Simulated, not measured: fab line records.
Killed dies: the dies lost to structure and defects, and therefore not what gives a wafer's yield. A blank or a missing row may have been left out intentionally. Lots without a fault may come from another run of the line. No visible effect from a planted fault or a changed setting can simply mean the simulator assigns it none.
The tool behind it: which one? || flow rit-cmos || 14 lots with 42 wafers sampled at 2 steps, on a route of 202 steps

== WHAT EACH GAUGE READ, for each wafer ==
RIT_CONTACT_OVL_MEAS_09. Usual: for CONTACT_OVL the level is 1.0 nm and the standard deviation is 1.7.
{"lot": "L510", "measured": "day 3 20:53", "on": "overlay-01", "CONTACT_OVL (nm)": "3.4 2.9 4.2", "flag": ""}
{"lot": "L512", "measured": "day 4 06:01", "on": "overlay-02", "CONTACT_OVL (nm)": "0.5 1.3 0.1", "flag": ""}
{"lot": "L513", "measured": "day 4 09:32", "on": "overlay-02", "CONTACT_OVL (nm)": "1.4 2.5 0.3", "flag": ""}
{"lot": "L514", "measured": "day 4 14:30", "on": "overlay-02", "CONTACT_OVL (nm)": "-2.3 -0.7 0.4", "flag": ""}
{"lot": "L515", "measured": "day 4 21:05", "on": "overlay-02", "CONTACT_OVL (nm)": "0.2 0.9 1.9", "flag": ""}
{"lot": "L516", "measured": "day 5 01:21", "on": "overlay-01", "CONTACT_OVL (nm)": "-1.7 -0.1 0.9", "flag": ""}
{"lot": "L517", "measured": "day 5 05:42", "on": "overlay-01", "CONTACT_OVL (nm)": "-0.2 -0.3 -2.0", "flag": ""}
{"lot": "L518", "measured": "day 5 11:01", "on": "overlay-01", "CONTACT_OVL (nm)": "2.3 2.2 2.2", "flag": ""}
{"lot": "L519", "measured": "day 5 16:21", "on": "overlay-02", "CONTACT_OVL (nm)": "0.7 2.5 0.5", "flag": ""}
{"lot": "L520", "measured": "day 5 21:36", "on": "overlay-02", "CONTACT_OVL (nm)": "-2.9 -2.0 -1.2", "flag": ""}
{"lot": "L521", "measured": "day 6 04:23", "on": "overlay-02", "CONTACT_OVL (nm)": "0.4 -0.5 1.2", "flag": ""}
{"lot": "L526", "measured": "day 7 07:30", "on": "overlay-01", "CONTACT_OVL (nm)": "-149.7 -150.8 -151.4", "flag": "OFF"}
{"lot": "L528", "measured": "day 7 15:47", "on": "overlay-01", "CONTACT_OVL (nm)": "-149.4 -148.2 -147.2", "flag": "OFF"}
{"lot": "L530", "measured": "day 7 23:28", "on": "overlay-02", "CONTACT_OVL (nm)": "2.9 2.0 1.3", "flag": ""}

== EACH LOT AND THE TOOL THAT RAN IT (in order: tool; ch and the chambers of the sampled wafers; start) ==
{"lot": "L510", "RIT_CONTACT_EXPOSE_05": "iline-stepper-02 ch 0, day 3 20:15"}
{"lot": "L512", "RIT_CONTACT_EXPOSE_05": "iline-stepper-01 ch 0, day 4 05:24"}
{"lot": "L513", "RIT_CONTACT_EXPOSE_05": "iline-stepper-02 ch 0, day 4 08:55"}
{"lot": "L514", "RIT_CONTACT_EXPOSE_05": "iline-stepper-02 ch 0, day 4 13:53"}
{"lot": "L515", "RIT_CONTACT_EXPOSE_05": "iline-stepper-02 ch 0, day 4 20:27"}
{"lot": "L516", "RIT_CONTACT_EXPOSE_05": "iline-stepper-02 ch 0, day 5 00:44"}
{"lot": "L517", "RIT_CONTACT_EXPOSE_05": "iline-stepper-01 ch 0, day 5 05:04"}
{"lot": "L518", "RIT_CONTACT_EXPOSE_05": "iline-stepper-02 ch 0, day 5 10:19"}
{"lot": "L519", "RIT_CONTACT_EXPOSE_05": "iline-stepper-01 ch 0, day 5 15:44"}
{"lot": "L520", "RIT_CONTACT_EXPOSE_05": "iline-stepper-01 ch 0, day 5 20:58"}
{"lot": "L521", "RIT_CONTACT_EXPOSE_05": "iline-stepper-01 ch 0, day 6 03:47"}
{"lot": "L526", "RIT_CONTACT_EXPOSE_05": "iline-stepper-02 ch 0, day 7 06:53"}
{"lot": "L528", "RIT_CONTACT_EXPOSE_05": "iline-stepper-02 ch 0, day 7 15:08"}
{"lot": "L530", "RIT_CONTACT_EXPOSE_05": "iline-stepper-01 ch 0, day 7 22:52"}
- RIT_CONTACT_EXPOSE_05: exposes mask M11, target cd 1000 nm.

== WHAT THE TOOLS THEMSELVES READ (means of the sampled wafers that have a number; where no wafer has one, the mark that the record gives instead) ==
The record holds no such reading with a usual standard deviation.

== THE ANSWER, worked out from the rows above alone ==
Rule: a lot is off if the mean of its wafers that have a number lies more than 3 standard deviations from the usual mean. Also off: a lot with no number at a reading for which 4 or more lots have one. Where the step has rows for the other lots, those lots are counted as sound. Order of review: gauges by route order, followed by the tools' own readings, for which a lot's mean as printed above is used. At the first step where some lot is off, the reading lying furthest off is the one used; lots without a number count as furthest.
Off: L526, L528, seen at RIT_CONTACT_OVL_MEAS_09 (CONTACT_OVL).
A tool fits if, at a process step before that reading, it ran every lot that is off, and no sound lot after the first of them. The gauges at RIT_CONTACT_OVL_MEAS_09 are tried like those tools. Can't be told from this: 2 tools fit, iline-stepper-02 at RIT_CONTACT_EXPOSE_05, overlay-01 at RIT_CONTACT_OVL_MEAS_09.

== WHAT HAD BEEN PUT IN BY THE SIMULATOR ==
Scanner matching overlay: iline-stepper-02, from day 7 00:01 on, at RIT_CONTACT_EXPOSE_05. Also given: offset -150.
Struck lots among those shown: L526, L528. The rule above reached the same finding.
